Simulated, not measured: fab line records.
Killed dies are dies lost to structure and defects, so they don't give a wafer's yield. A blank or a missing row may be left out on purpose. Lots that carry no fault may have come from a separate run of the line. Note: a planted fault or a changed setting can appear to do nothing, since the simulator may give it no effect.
fab line records	flow rit-cmos
record lots=6	wafers=18	last-day=7
route steps=202 shown PRETRO@72 GATE@75 FOX2@80 REOX@98 NLDD@103 SDANNEAL@155
lots untouched by any fault: they come from a run of this same line in which no faults occurred
start-h: hours from the record's first day to the start of the lot's first wafer shown	wait-h: hours since the lot's step before	" unchanged from the row above	L1.1+2: several wafers, shown together as one row	- no value, or no start given	* or withheld: withheld	< > ~ a bound
route shown NAME@n: NAME is a module with steps in the file, n the number in the route of the first one	usual: mean/standard deviation of fault-free wafers	same: alike in all rows	chamber/n: place in a boat	sites: each site's reading	_std_site: how widely they spread, as a standard deviation	_edge_site: inner sites' mean taken away from outer sites' mean	radius-mm: for every site, how far away it sits from the centre of the wafer	mask NAME#n: copy n	behind: tool/chamber where the wafer was last shaped	hold: the reason the lot was held/the length of the hold in hours/how it ended	device: whichever transistor did not switch (one of n, p or np)	end of line: the same wafers' tests at the end of the route	for a step that has no rows: nothing shown but its recipe	killed: dies that structure and defects cost at the first sort, which is not the same as the wafer's yield	map: shows each die of a wafer: x if killed, . if not, _ if none is there
set.NAME: the setting the step ran with; set.NAME@STEP: the setting that earlier step ran with	model.NAME: the simulator's own value behind a step, which no gauge read
lots seen at some steps along the route; tables by step, rows by wafer
services: a tool's chamber out of use, with start hour (start-h, from the record's first day; less than 0 if before it), hours out, and reason
## steps
# step RIT_PRETRO_IMPLANT_08
# recipe species=B	energy-kev=45	dose-cm2=1.2e+13	tilt-deg=7
# step RIT_PRETRO_STRIP_09
# recipe chemistry=O2	time-s=180	resist=NOVOLAK	platen-temp-c=withheld	power-w=500	pressure-mtorr=4000	o2-flow-sccm=4000
# usual drypump-motor-current-A=5.8/0.47
lot.wafer	tool	chamber	start-h	wait-h	drypump-motor-current-A	rf-hours-counter-h
L186.2	plasma-asher-03	1	61.89	0.1	5.7	40
L186.4	"	0	"	"	6.4	-
L186.5	"	0	"	"	6.4	-
L193.4	plasma-asher-03	1	96.69	0.1	5.7	-
L193.5	"	1	"	"	5.7	-
L193.6	"	0	"	"	6.4	-
L194.1	plasma-asher-02	1	101.84	0.1	6.0	46
L194.4	"	1	"	"	6.0	-
L194.5	"	1	"	"	6.0	-
L198.1	plasma-asher-03	0	123.11	0.1	6.5	47
L198.3	"	1	"	"	5.7	-
L198.6	"	0	"	"	6.5	-
L202.1	plasma-asher-01	1	141.70	0.1	5.5	3
L202.2	"	0	"	"	5.0	3
L202.6	"	1	"	"	5.5	-
L203.1	plasma-asher-02	0	146.91	0.1	6.2	52
L203.2	"	1	"	"	6.0	52
L203.5	"	0	"	"	6.2	-
# step RIT_PRETRO_TW_MEAS_10
# usual PRETRO_TW=474/3.4
lot.wafer	tool	chamber	start-h	wait-h	PRETRO_TW
L186.2	film-metro-04	-	62.08	0.1	474
L186.4	"	-	"	"	475
L186.5	"	-	"	"	474
L193.4	film-metro-01	-	96.84	0.1	469
L193.5	"	-	"	"	471
L193.6	"	-	"	"	469
L194.1	film-metro-01	-	102.01	0.1	470
L194.4	"	-	"	"	471
L194.5	"	-	"	"	472
L198.1	film-metro-02	-	123.28	0.1	478
L198.3	"	-	"	"	479
L198.6	"	-	"	"	479
L202.1	film-metro-01	-	141.88	0.1	475
L202.2	"	-	"	"	472
L202.6	"	-	"	"	474
L203.1	film-metro-04	-	147.09	0.1	478
L203.2	"	-	"	"	475
L203.5	"	-	"	"	476
# step RIT_GATE_WET_ETCH_00
# recipe chemistry=BOE	target=SiO2	target-depth-nm=56	time-s=60	dry=n2-spin	dilution=10:1	temp-c=21.5
# step RIT_GATE_CLEAN_01
# recipe chemistry=SC1	mix=3:3:50	time-s=600	temp-c=75
# step RIT_GATE_CLEAN_02
# recipe chemistry=dHF	dilution=50:1	time-s=30
# step RIT_GATE_CLEAN_03
# recipe chemistry=SC2	mix=3:3:50	time-s=600	temp-c=75	dry=n2-spin
# step RIT_GATE_CLEAN_04
# recipe chemistry=dHF	dilution=50:1	time-s=60	dry=n2-spin
# step RIT_FOX2_THK_MEAS_91
# recipe reads=SiO2_of_FOX2_OXIDATION_00
# usual FIELD_OXIDE_LEFT_2_THK=255/6.6
lot.wafer	tool	chamber	start-h	wait-h	FIELD_OXIDE_LEFT_2_THK[nm]
L186.2	film-metro-01	-	62.57	0.0	251
L186.4	"	-	"	"	252
L186.5	"	-	"	"	253
L193.4	film-metro-04	-	97.52	0.0	255
L193.5	"	-	"	"	260
L193.6	"	-	"	"	261
L194.1	film-metro-01	-	102.53	0.0	261
L194.4	"	-	"	"	271
L194.5	"	-	"	"	260
L198.1	film-metro-04	-	123.79	0.0	251
L198.3	"	-	"	"	257
L198.6	"	-	"	"	257
L202.1	film-metro-03	-	142.35	0.0	258
L202.2	"	-	"	"	255
L202.6	"	-	"	"	257
L203.1	film-metro-04	-	147.58	0.0	250
L203.2	"	-	"	"	250
L203.5	"	-	"	"	251
# step RIT_GATE_OXIDATION_05
# recipe temp-c=900	ambient=O2	target-thk-a=30	ox-time-s=270
# step RIT_GATE_ANNEAL_06
# recipe temp-c=900	time-s=600	ambient=N2O
# step RIT_GATE_THK_MEAS_07
# recipe reads=SiO2_of_GATE_OXIDATION_05
# usual GATE_OXIDE_THK=3.03/0.063
lot.wafer	tool	chamber	start-h	wait-h	GATE_OXIDE_THK[nm]
L186.2	film-metro-01	-	63.96	0.0	2.96
L186.4	"	-	"	"	2.94
L186.5	"	-	"	"	3.06
L193.4	film-metro-01	-	98.90	0.0	3.10
L193.5	"	-	"	"	3.02
L193.6	"	-	"	"	2.95
L194.1	film-metro-03	-	103.91	0.0	3.09
L194.4	"	-	"	"	2.96
L194.5	"	-	"	"	3.07
L198.1	film-metro-04	-	125.17	0.0	3.07
L198.3	"	-	"	"	3.09
L198.6	"	-	"	"	3.00
L202.1	film-metro-04	-	144.63	0.0	2.97
L202.2	"	-	"	"	2.98
L202.6	"	-	"	"	2.98
L203.1	film-metro-03	-	148.97	0.0	3.12
L203.2	"	-	"	"	3.23
L203.5	"	-	"	"	3.14
# step RIT_GATE_CVD_08
# recipe material=poly-Si	target-thk-nm=250	temp-c=610	precursor=SiH4	time-s=2157	pressure-mtorr=300	sih4-flow-sccm=100
# usual sih4-flow-sccm=100.03/0.25
lot.wafer	tool	chamber	start-h	wait-h	sih4-flow-sccm	model.poly-Si_of_GATE_CVD_08.thk-nm
L186.2	lpcvd-02	0	64.70	0.7	100.09	242.9
L186.4	"	0	"	"	100.11	240
L186.5	"	0	"	"	100.48	244.3
L193.4	lpcvd-02	1	99.46	0.6	99.75	247.5
L193.5	"	1	"	"	99.71	244.8
L193.6	"	1	"	"	100.00	245.2
L194.1	lpcvd-01	0	103.97	0.1	100.23	246.6
L194.4	"	0	"	"	100.08	244.6
L194.5	"	0	"	"	100.46	244
L198.1	lpcvd-01	0	125.23	0.1	50.23	118.2
L198.3	"	0	"	"	50.40	118.3
L198.6	"	0	"	"	50.26	118.6
L202.1	lpcvd-01	0	144.69	0.1	49.95	121.4
L202.2	"	0	"	"	49.72	120.4
L202.6	"	0	"	"	50.06	122.3
L203.1	lpcvd-02	1	149.03	0.1	99.94	238.6
L203.2	"	1	"	"	99.66	241.3
L203.5	"	1	"	"	100.23	240.2
# step RIT_GATE_THK_MEAS_09
# recipe reads=poly-Si_of_GATE_CVD_08
# usual GATE_POLY_THK=243.3/2.1
lot.wafer	tool	chamber	start-h	wait-h	GATE_POLY_THK[nm]
L186.2	film-metro-01	-	67.14	0.0	242.9
L186.4	"	-	"	"	240.0
L186.5	"	-	"	"	244.3
L193.4	film-metro-04	-	101.92	0.0	247.3
L193.5	"	-	"	"	244.8
L193.6	"	-	"	"	245.3
L194.1	film-metro-03	-	106.40	0.0	246.5
L194.4	"	-	"	"	244.6
L194.5	"	-	"	"	244.0
L198.1	film-metro-01	-	126.85	0.0	118.2
L198.3	"	-	"	"	118.3
L198.6	"	-	"	"	118.7
L202.1	film-metro-01	-	146.31	0.0	121.5
L202.2	"	-	"	"	120.4
L202.6	"	-	"	"	122.2
L203.1	film-metro-03	-	150.64	0.0	238.7
L203.2	"	-	"	"	241.4
L203.5	"	-	"	"	240.0
# step RIT_GATE_HMDS_10
# recipe prime-time-s=60	prime-temp-c=140
# step RIT_GATE_COAT_11
# recipe resist=NOVOLAK	spin-rpm=4250	resist-thk-nm=850
# step RIT_GATE_SOFTBAKE_12
# recipe resist=NOVOLAK	temp-c=90	time-s=60
# step RIT_GATE_EXPOSE_13
# recipe mask-id=M6	na=0.6	source-shape=conventional	sigma-outer=0.6	target-cd-nm=150	dose-mj=380
# step RIT_GATE_PEB_14
# recipe resist=NOVOLAK	temp-c=withheld	time-s=withheld
# step RIT_GATE_DEVELOP_15
# recipe resist=NOVOLAK	develop-time-s=50	dev-temp-c=21.85
# step RIT_GATE_CD_MEAS_16
# recipe target-cd-nm=150
# usual cd-nm=149.9/2.5
lot.wafer	tool	chamber	start-h	wait-h	cd-nm
L186.2	cd-sem-01	-	68.06	-	151.9
L186.4	"	-	"	"	150.6
L186.5	"	-	"	"	149.2
L193.4	cd-sem-01	-	102.98	-	149.4
L193.5	"	-	"	"	151.2
L193.6	"	-	"	"	150.3
L194.1	cd-sem-01	-	107.43	-	152.2
L194.4	"	-	"	"	153.3
L194.5	"	-	"	"	152.6
L198.1	cd-sem-02	-	127.76	-	149.9
L198.3	"	-	"	"	150.9
L198.6	"	-	"	"	147.4
L202.1	cd-sem-02	-	147.22	-	151.7
L202.2	"	-	"	"	151.0
L202.6	"	-	"	"	150.4
L203.1	cd-sem-02	-	151.55	-	155.2
L203.2	"	-	"	"	151.4
L203.5	"	-	"	"	152.7
# step RIT_GATE_OVL_MEAS_17
# usual GATE_OVL=1.0/1.4
lot.wafer	tool	chamber	start-h	wait-h	GATE_OVL[nm]
L186.2	overlay-01	-	68.16	0.1	2.3
L186.4	"	-	"	"	1.5
L186.5	"	-	"	"	0.8
L193.4	overlay-02	-	103.06	0.1	2.6
L193.5	"	-	"	"	0.9
L193.6	"	-	"	"	-0.3
L194.1	overlay-02	-	107.55	0.1	0.7
L194.4	"	-	"	"	-0.6
L194.5	"	-	"	"	-0.3
L198.1	overlay-02	-	127.88	0.1	-1.7
L198.3	"	-	"	"	-0.5
L198.6	"	-	"	"	-0.4
L202.1	overlay-01	-	147.34	0.1	1.8
L202.2	"	-	"	"	1.1
L202.6	"	-	"	"	1.1
L203.1	overlay-02	-	151.67	0.1	4.3
L203.2	"	-	"	"	4.0
L203.5	"	-	"	"	4.2
# step RIT_GATE_HARDBAKE_18
# recipe resist=NOVOLAK	temp-c=140	time-s=60
# step RIT_GATE_ETCH_19
# recipe chemistry=SF6/CHF3/O2	time-s=165	SF6_flow_sccm=30	CHF3_flow_sccm=30	O2_flow_sccm=5	target=poly-Si	pressure-mtorr=40	rf-w=160	target-depth-a=3125	over-etch-frac=0.25	stop-on=SiO2
# usual drypump-motor-current-A=5.9/0.54	oes-product-au=0.834/0.012	throttle-valve-pct=10.26/0.12
lot.wafer	tool	chamber	start-h	wait-h	drypump-motor-current-A	oes-product-au	rf-hours-counter-h	throttle-valve-pct	model.etch.depth-nm	model.GATE.feature-depth-nm
L186.2	rie-si-01	0	68.34	0.1	5.5	0.829	47	10.46	242.9	242.9
L186.4	"	3	"	"	5.6	0.815	41	10.40	240	240
L186.5	"	1	"	"	6.5	0.833	-	10.14	244.3	244.3
L193.4	rie-si-02	2	103.23	0.1	5.2	0.838	92	10.28	247.5	247.5
L193.5	"	3	"	"	6.3	0.838	-	10.34	244.8	244.8
L193.6	"	2	"	"	5.2	0.836	-	10.26	245.2	245.2
L194.1	rie-si-01	1	107.74	0.1	6.5	0.867	0	10.09	246.6	246.6
L194.4	"	3	"	"	5.6	0.827	42	10.39	244.6	244.6
L194.5	"	3	"	"	5.6	0.840	-	10.39	244	244
L198.1	rie-si-01	0	128.06	0.1	5.5	0.538	48	10.44	118.2	118.2
L198.3	"	1	"	"	6.5	0.547	0	10.09	118.3	118.3
L198.6	"	1	"	"	6.5	0.551	-	10.08	118.6	118.6
L202.1	rie-si-01	0	147.53	0.1	5.5	0.548	48	10.45	121.4	121.4
L202.2	"	1	"	"	6.5	0.556	0	10.09	120.4	120.4
L202.6	"	0	"	"	5.5	0.544	-	10.44	122.3	122.3
L203.1	rie-si-02	2	151.86	0.1	5.2	0.814	93	10.26	238.6	238.6
L203.2	"	3	"	"	6.3	0.837	137	10.34	241.3	241.3
L203.5	"	3	"	"	6.3	0.831	-	10.32	240.2	240.2
# step RIT_GATE_STRIP_20
# recipe chemistry=O2	time-s=180	resist=NOVOLAK	platen-temp-c=withheld	power-w=500	pressure-mtorr=4000	o2-flow-sccm=4000
# usual drypump-motor-current-A=5.6/0.49
lot.wafer	tool	chamber	start-h	wait-h	drypump-motor-current-A	rf-hours-counter-h
L186.2	plasma-asher-03	0	68.45	0.1	6.5	41
L186.4	"	1	"	"	5.7	-
L186.5	"	0	"	"	6.4	-
L193.4	plasma-asher-01	1	103.40	0.1	5.5	-
L193.5	"	1	"	"	5.5	-
L193.6	"	0	"	"	5.0	-
L194.1	plasma-asher-01	1	107.85	0.1	5.5	50
L194.4	"	0	"	"	5.0	-
L194.5	"	1	"	"	5.5	-
L198.1	plasma-asher-01	0	128.17	0.1	5.0	1
L198.3	"	1	"	"	5.5	-
L198.6	"	0	"	"	5.0	-
L202.1	plasma-asher-03	0	147.63	0.1	6.4	48
L202.2	"	1	"	"	5.7	48
L202.6	"	0	"	"	6.5	-
L203.1	plasma-asher-03	1	151.97	0.1	5.7	48
L203.2	"	0	"	"	6.4	48
L203.5	"	1	"	"	5.7	-
# step RIT_GATE_CD_MEAS_90
# recipe target-cd-nm=150
# usual cd-nm=149.9/2.5
lot.wafer	tool	chamber	start-h	wait-h	cd-nm
L186.2	cd-sem-01	-	68.64	0.1	151.9
L186.4	"	-	"	"	150.7
L186.5	"	-	"	"	148.8
L193.4	cd-sem-02	-	103.57	0.1	149.1
L193.5	"	-	"	"	151.8
L193.6	"	-	"	"	150.9
L194.1	cd-sem-01	-	108.02	0.1	152.2
L194.4	"	-	"	"	153.4
L194.5	"	-	"	"	152.5
L198.1	cd-sem-02	-	128.35	0.1	149.9
L198.3	"	-	"	"	150.9
L198.6	"	-	"	"	147.4
L202.1	cd-sem-01	-	147.81	0.1	152.0
L202.2	"	-	"	"	151.1
L202.6	"	-	"	"	150.6
L203.1	cd-sem-01	-	152.14	0.1	154.6
L203.2	"	-	"	"	151.8
L203.5	"	-	"	"	153.0
# step RIT_REOX_CLEAN_00
# recipe chemistry=SC1	mix=3:3:50	time-s=600	temp-c=75
# step RIT_REOX_CLEAN_01
# recipe chemistry=dHF	dilution=50:1	time-s=30
# step RIT_REOX_CLEAN_02
# recipe chemistry=SC2	mix=3:3:50	time-s=600	temp-c=75	dry=n2-spin
# step RIT_REOX_OXIDATION_03
# recipe temp-c=900	ambient=O2	target-thk-a=252	ox-time-s=5580
# step RIT_REOX_THK_MEAS_04
# recipe reads=SiO2_of_REOX_OXIDATION_03
# usual REOX_OXIDE_THK=25.5/0.56
lot.wafer	tool	chamber	start-h	wait-h	REOX_OXIDE_THK[nm]
L186.2	film-metro-02	-	71.67	0.0	25.3
L186.4	"	-	"	"	24.9
L186.5	"	-	"	"	25.5
L193.4	film-metro-02	-	106.58	0.0	25.9
L193.5	"	-	"	"	26.1
L193.6	"	-	"	"	26.4
L194.1	film-metro-04	-	111.06	0.0	26.4
L194.4	"	-	"	"	26.4
L194.5	"	-	"	"	26.8
L198.1	film-metro-02	-	131.39	0.0	26.2
L198.3	"	-	"	"	25.8
L198.6	"	-	"	"	25.9
L202.1	film-metro-03	-	151.27	0.0	26.8
L202.2	"	-	"	"	26.7
L202.6	"	-	"	"	26.4
L203.1	film-metro-03	-	155.18	0.0	26.1
L203.2	"	-	"	"	26.0
L203.5	"	-	"	"	25.8
# step RIT_NLDD_HMDS_00
# recipe prime-time-s=60	prime-temp-c=140
# step RIT_NLDD_COAT_01
# recipe resist=NOVOLAK	spin-rpm=3250	resist-thk-nm=1000
# step RIT_NLDD_SOFTBAKE_02
# recipe resist=NOVOLAK	temp-c=90	time-s=60
# step RIT_NLDD_EXPOSE_03
# recipe mask-id=M7	na=0.57	target-cd-nm=40700	dose-mj=250
# step RIT_NLDD_PEB_04
# recipe resist=NOVOLAK	temp-c=withheld	time-s=withheld
# step RIT_NLDD_DEVELOP_05
# recipe resist=NOVOLAK	develop-time-s=50	dev-temp-c=23
# step RIT_NLDD_OVL_MEAS_06
# usual NLDD_OVL=1.7/1.4
lot.wafer	tool	chamber	start-h	wait-h	NLDD_OVL[nm]
L186.2	overlay-01	-	72.58	-	5.3
L186.4	"	-	"	"	4.9
L186.5	"	-	"	"	5.3
L193.4	overlay-01	-	107.60	-	2.5
L193.5	"	-	"	"	2.6
L193.6	"	-	"	"	4.0
L194.1	overlay-01	-	112.09	-	2.1
L194.4	"	-	"	"	2.8
L194.5	"	-	"	"	1.4
L198.1	overlay-02	-	132.30	-	1.1
L198.3	"	-	"	"	1.8
L198.6	"	-	"	"	1.9
L202.1	overlay-01	-	152.30	-	3.2
L202.2	"	-	"	"	0.2
L202.6	"	-	"	"	2.4
L203.1	overlay-01	-	156.21	-	1.5
L203.2	"	-	"	"	0.6
L203.5	"	-	"	"	0.5
# step RIT_NLDD_HARDBAKE_07
# recipe resist=NOVOLAK	temp-c=140	time-s=60
# step RIT_NLDD_IMPLANT_08
# recipe species=P	energy-kev=20	dose-cm2=5e+14	tilt-deg=7.244
# step RIT_NLDD_STRIP_09
# recipe chemistry=O2	time-s=180	resist=NOVOLAK	platen-temp-c=withheld	power-w=500	pressure-mtorr=4000	o2-flow-sccm=4000
# usual drypump-motor-current-A=5.8/0.42
lot.wafer	tool	chamber	start-h	wait-h	drypump-motor-current-A	rf-hours-counter-h
L186.2	plasma-asher-01	0	72.91	0.1	4.9	47
L186.4	"	0	"	"	5.0	-
L186.5	"	0	"	"	5.0	-
L193.4	plasma-asher-04	1	108.09	0.1	5.9	-
L193.5	"	1	"	"	5.9	-
L193.6	"	0	"	"	5.2	-
L194.1	plasma-asher-02	0	112.51	0.1	6.2	48
L194.4	"	1	"	"	6.0	-
L194.5	"	1	"	"	6.0	-
L198.1	plasma-asher-01	1	132.63	0.1	5.5	2
L198.3	"	1	"	"	5.5	-
L198.6	"	1	"	"	5.5	-
L202.1	plasma-asher-02	0	152.65	0.1	6.2	52
L202.2	"	1	"	"	6.0	52
L202.6	"	0	"	"	6.2	-
L203.1	plasma-asher-01	0	156.55	0.1	5.0	5
L203.2	"	1	"	"	5.5	5
L203.5	"	0	"	"	5.0	-
# step RIT_NLDD_TW_MEAS_10
# usual NLDD_TW=2493/16
lot.wafer	tool	chamber	start-h	wait-h	NLDD_TW
L186.2	film-metro-03	-	73.09	0.1	2490
L186.4	"	-	"	"	2486
L186.5	"	-	"	"	2499
L193.4	film-metro-03	-	108.24	0.1	2492
L193.5	"	-	"	"	2491
L193.6	"	-	"	"	2480
L194.1	film-metro-02	-	112.69	0.1	2519
L194.4	"	-	"	"	2521
L194.5	"	-	"	"	2523
L198.1	film-metro-02	-	132.81	0.1	2497
L198.3	"	-	"	"	2496
L198.6	"	-	"	"	2489
L202.1	film-metro-02	-	152.82	0.1	2506
L202.2	"	-	"	"	2498
L202.6	"	-	"	"	2509
L203.1	film-metro-03	-	156.72	0.1	2502
L203.2	"	-	"	"	2508
L203.5	"	-	"	"	2496
# step RIT_SDANNEAL_CLEAN_02
# recipe chemistry=SC2	mix=3:3:50	time-s=600	temp-c=75	dry=n2-spin
lot.wafer	tool	chamber	start-h	wait-h	model.poly-Si_of_GATE_CVD_08.thk-nm
L186.2	wet-bench-04	0	81.61	0.0	154.3
L186.4	"	0	"	"	150.9
L186.5	"	0	"	"	157.6
L193.4	wet-bench-04	2	115.34	0.0	159.1
L193.5	"	2	"	"	155.3
L193.6	"	2	"	"	157.4
L194.1	wet-bench-02	3	119.98	0.0	159.9
L194.4	"	3	"	"	158.2
L194.5	"	3	"	"	157.9
L198.1	wet-bench-02	0	140.06	0.0	33.1
L198.3	"	0	"	"	32.15
L198.6	"	0	"	"	32.22
L202.1	wet-bench-04	0	159.95	0.0	33.79
L202.2	"	0	"	"	32.79
L202.6	"	0	"	"	33.48
L203.1	wet-bench-04	3	163.86	0.0	149.9
L203.2	"	3	"	"	153.5
L203.5	"	3	"	"	151.8
## services
tool	chamber	start-h	hours	kind
lpcvd-02	-	58.29	1.1	repair
rie-si-01	1	70.06	-	clean
rie-si-01	1	70.06	14.0	scheduled-down
rie-si-01	1	70.06	14.0	vent-cycle
plasma-asher-01	-	108.75	9.0	pm
plasma-asher-01	0	108.75	9.0	vent-cycle
plasma-asher-01	1	108.75	9.0	vent-cycle
lpcvd-02	-	114.24	4.3	pm
plasma-asher-01	0	117.75	-	clean
plasma-asher-01	1	117.75	-	clean
rie-si-02	1	118.28	-	clean
rie-si-02	1	118.28	14.9	scheduled-down
rie-si-02	1	118.28	14.9	vent-cycle
plasma-asher-03	-	127.60	15.7	repair
## key
first-sign step=RIT_GATE_CVD_08	reading=sih4-flow-sccm	direction=down	sigmas=99+	usual=100.03	struck=50.10
effect step=RIT_GATE_THK_MEAS_09	reading=GATE_POLY_THK	direction=down	sigmas=58	usual=243.3	struck=119.9
effect step=RIT_GATE_ETCH_19	reading=oes-product-au	direction=down	sigmas=24	usual=0.834	struck=0.547
model-effect step=RIT_GATE_CVD_08	value=poly-Si_of_GATE_CVD_08.thk-nm	without=241.3	struck=119.9
model-effect step=RIT_GATE_ETCH_19	value=etch.depth-nm	without=241.3	struck=119.9
model-effect step=RIT_SDANNEAL_CLEAN_02	value=poly-Si_of_GATE_CVD_08.thk-nm	without=154	struck=32.92
met-at RIT_GATE_CVD_08
struck-wafers L198.1,L198.3,L198.6,L202.1,L202.2,L202.6
sort-left-out L198.1,L198.3,L198.6,L202.1,L202.2,L202.6
tester-left-out L198,L202
onset-between 103.97 125.23
fault kind=process-parameter-drift	tool=lpcvd-01	chamber=0	onset-h=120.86	steps=RIT_GATE_CVD_08	channel=sih4-flow-sccm	offset=-50	shape=step	end-h=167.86	stated=100
# tester-left-out: of these lots the tester's yield and bins aren't shown, on N5 and GAA mostly nor the transistor test; their killed dies are dies lost to structure and defects alone, not to doping, threshold or leakage, so they don't give the yield
# sort-left-out: the simulated sort isn't trusted on such a fault, so these wafers' sort isn't shown, and their yield isn't known
